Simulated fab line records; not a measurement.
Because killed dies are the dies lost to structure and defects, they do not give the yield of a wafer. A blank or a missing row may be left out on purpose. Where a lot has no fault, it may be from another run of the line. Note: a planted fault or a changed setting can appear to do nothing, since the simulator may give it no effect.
The tool behind it: which one? + flow ritCmos + at 1 step of a route of 202, 14 lots with 42 wafers sampled

## WHAT EACH GAUGE READ, for each wafer
The record lacks any reading of a measuring or inspecting step that a usual standard deviation could be used to judge.

## WHICH TOOL RAN EACH LOT (tool, then ch and the chambers of the sampled wafers, then the start)
| lot  | RIT_ACTIVE_STRIP_14                |
|------|------------------------------------|
| L394 | plasmaAsher-01 ch 0,1, day 2 06:59 |
| L395 | plasmaAsher-01 ch 0,1, day 2 14:21 |
| L396 | plasmaAsher-01 ch 0,1, day 2 19:19 |
| L401 | plasmaAsher-02 ch 0,1, day 3 16:55 |
| L402 | plasmaAsher-02 ch 0,1, day 3 22:39 |
| L404 | plasmaAsher-01 ch 0,1, day 4 08:07 |
| L405 | plasmaAsher-01 ch 0,1, day 4 12:58 |
| L407 | plasmaAsher-03 ch 0,1, day 4 23:01 |
| L408 | plasmaAsher-01 ch 0,1, day 5 03:50 |
| L409 | plasmaAsher-01 ch 1, day 5 08:58   |
| L410 | plasmaAsher-01 ch 0,1, day 5 14:01 |
| L411 | plasmaAsher-03 ch 0,1, day 5 18:50 |
| L413 | plasmaAsher-02 ch 0,1, day 6 05:59 |
| L414 | plasmaAsher-02 ch 0,1, day 6 10:53 |
- RIT_ACTIVE_STRIP_14: strips in O2, time 180 s.

## WHAT THE TOOLS THEMSELVES READ (means of the sampled wafers that have a number; where no wafer has one, the mark that the record gives instead)
RIT_ACTIVE_STRIP_14. Usual: chamberPressureMTorr 4000 mTorr, standard deviation 3.7; drypumpMotorCurrentA 6.0 A, standard deviation 0.57.
| lot  | tool           | chamberPressureMTorr (mTorr) | drypumpMotorCurrentA (A) | flag |
|------|----------------|------------------------------|--------------------------|------|
| L394 | plasmaAsher-01 | 3999                         | 6.1                      |      |
| L395 | plasmaAsher-01 | 3998                         | 6.1                      |      |
| L396 | plasmaAsher-01 | 4000                         | 6.1                      |      |
| L401 | plasmaAsher-02 | 3999                         | 6.2                      |      |
| L402 | plasmaAsher-02 | 3997                         | 6.3                      |      |
| L404 | plasmaAsher-01 | -                            | -                        | OFF  |
| L405 | plasmaAsher-01 | -                            | -                        | OFF  |
| L407 | plasmaAsher-03 | 4000                         | 6.2                      |      |
| L408 | plasmaAsher-01 | 4002                         | 5.6                      |      |
| L409 | plasmaAsher-01 | 4000                         | 5.1                      |      |
| L410 | plasmaAsher-01 | 3999                         | 5.6                      |      |
| L411 | plasmaAsher-03 | 4001                         | 6.2                      |      |
| L413 | plasmaAsher-02 | 3998                         | 6.2                      |      |
| L414 | plasmaAsher-02 | 3998                         | 6.2                      |      |

## THE ANSWER, worked out from the rows above alone
Rule: a lot is off if the mean of its wafers that have a number lies more than 3 standard deviations from the usual mean. Also off: a lot with no number at a reading for which 4 or more lots have one. Any other lot the step has rows for is counted as sound. After the gauges, taken in route order, come the tools' own readings; for these a lot's mean is taken, as printed above. The first step at which some lot is off is used, and at that step the reading that is off furthest; a lot without a number counts as furthest.
Off at RIT_ACTIVE_STRIP_14 (chamberPressureMTorr): L404, L405. Without a number there: L404, L405.
If a tool, at that step or one of the process steps before it, ran each lot that is off and ran no sound lot following the first of them, it fits. Of those tried, none fits.

## WHAT THE SIMULATOR HAD PUT IN
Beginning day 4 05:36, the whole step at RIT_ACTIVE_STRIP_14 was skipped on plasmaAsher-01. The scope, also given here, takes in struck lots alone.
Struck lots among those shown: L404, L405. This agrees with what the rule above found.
